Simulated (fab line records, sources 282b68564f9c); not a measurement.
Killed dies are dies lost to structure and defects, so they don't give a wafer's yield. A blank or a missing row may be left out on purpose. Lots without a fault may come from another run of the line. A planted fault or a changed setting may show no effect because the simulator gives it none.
Tool commonality check | flow rit_cmos | 14 lots, 42 wafers sampled

WHY IT WAS OPENED
At RIT_NLDD_TW_MEAS_10 the reading NLDD_TW is flagged on 2 of 14 lots. Wafers without a fault read 2525, standard deviation 17.
Rule: a lot is flagged when every wafer of it that has a number lies more than 4 standard deviations from that mean, or none has a number. The other lots count as sound.

lot  | measured    | on            | NLDD_TW, wafer by wafer | flag
L135 | day 2 17:28 | film_metro-02 | 2528 2508 2521          |
L136 | day 2 23:46 | film_metro-02 | 2528 2518 2506          |
L137 | day 3 08:19 | film_metro-02 | 2519 2514 2517          |
L138 | day 3 10:23 | film_metro-02 | 2528 2516 2522          |
L139 | day 3 14:34 | film_metro-03 | 2491 2509 2523          |
L140 | day 3 19:54 | film_metro-03 | 2508 2512 2506          |
L141 | day 4 00:48 | film_metro-03 | 2511 2506 2491          |
L144 | day 4 15:18 | film_metro-03 | 2392 2388 2388          | FLAGGED
L145 | day 4 20:35 | film_metro-03 | 2388 2386 2394          | FLAGGED
L147 | day 5 09:22 | film_metro-03 | 2525 2537 2529          |
L153 | day 6 17:05 | film_metro-04 | 2534 2540 2526          |
L154 | day 6 18:53 | film_metro-04 | 2545 2534 2534          |
L157 | day 7 07:56 | film_metro-04 | 2532 2517 2529          |
L158 | day 7 14:04 | film_metro-03 | 2531 2528 2519          |
The numbers of the flagged lots are 2389 on average: -136 against the usual, or -8 standard deviations.

WHICH TOOL RAN EACH LOT
The record holds 1 process step before the reading, out of a route of 202 steps. In each cell: the tool, then ch and the chambers that the sampled wafers went through, then the start.
lot  | flag    | RIT_NLDD_IMPLANT_08
L135 |         | implanter-03 ch 0, day 2 17:09
L136 |         | implanter-03 ch 0, day 2 23:28
L137 |         | implanter-01 ch 0, day 3 08:00
L138 |         | implanter-04 ch 0, day 3 10:03
L139 |         | implanter-03 ch 0, day 3 14:16
L140 |         | implanter-03 ch 0, day 3 19:35
L141 |         | implanter-03 ch 0, day 4 00:31
L144 | FLAGGED | implanter-03 ch 0, day 4 14:59
L145 | FLAGGED | implanter-03 ch 0, day 4 20:16
L147 |         | implanter-01 ch 0, day 5 09:02
L153 |         | implanter-01 ch 0, day 6 16:46
L154 |         | implanter-04 ch 0, day 6 18:34
L157 |         | implanter-04 ch 0, day 7 07:37
L158 |         | implanter-04 ch 0, day 7 13:44
What these steps do:
- RIT_NLDD_IMPLANT_08
- RIT_NLDD_TW_MEAS_10

FLAGGED OVER TOTAL, TOOL BY TOOL (the gauges that took the reading come last)
step                | tool          | lots run | flagged | share of the flagged lots | sound lots run after its first flagged lot
RIT_NLDD_IMPLANT_08 | implanter-01  | 3        | 0       | none                      | -
RIT_NLDD_IMPLANT_08 | implanter-03  | 7        | 2       | all                       | 0
RIT_NLDD_IMPLANT_08 | implanter-04  | 4        | 0       | none                      | -
RIT_NLDD_TW_MEAS_10 | film_metro-02 | 4        | 0       | none                      | -
RIT_NLDD_TW_MEAS_10 | film_metro-03 | 7        | 2       | all                       | 2 (L147,L158)
RIT_NLDD_TW_MEAS_10 | film_metro-04 | 3        | 0       | none                      | -

WHAT THE TABLE ALLOWS
2 rows of the table ran every flagged lot: implanter-03 at RIT_NLDD_IMPLANT_08, film_metro-03 at RIT_NLDD_TW_MEAS_10.
- implanter-03 at RIT_NLDD_IMPLANT_08: 2 of its 7 lots flagged. Its last sound lot is L141 (day 4 00:31), its first flagged lot L144 (day 4 14:59): a fault that began between those two fits. Its own readings lie more than 4 standard deviations out on every wafer of the flagged lots: dose_ions_cm2, faraday_current_uA.
- film_metro-03 at RIT_NLDD_TW_MEAS_10: 2 of its 7 lots flagged. Sound lots ran on it after the first flagged one (L147, L158), which a lasting fault on the whole tool wouldn't allow.
One tool is left: implanter-03 at RIT_NLDD_IMPLANT_08.

WHAT THE SIMULATOR HAD PUT IN
Process parameter drift: implanter-03, from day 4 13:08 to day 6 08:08, at RIT_NLDD_IMPLANT_08. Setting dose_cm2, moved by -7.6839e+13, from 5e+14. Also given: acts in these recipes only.
Lots struck among those shown: L144, L145. The rule above found the same.
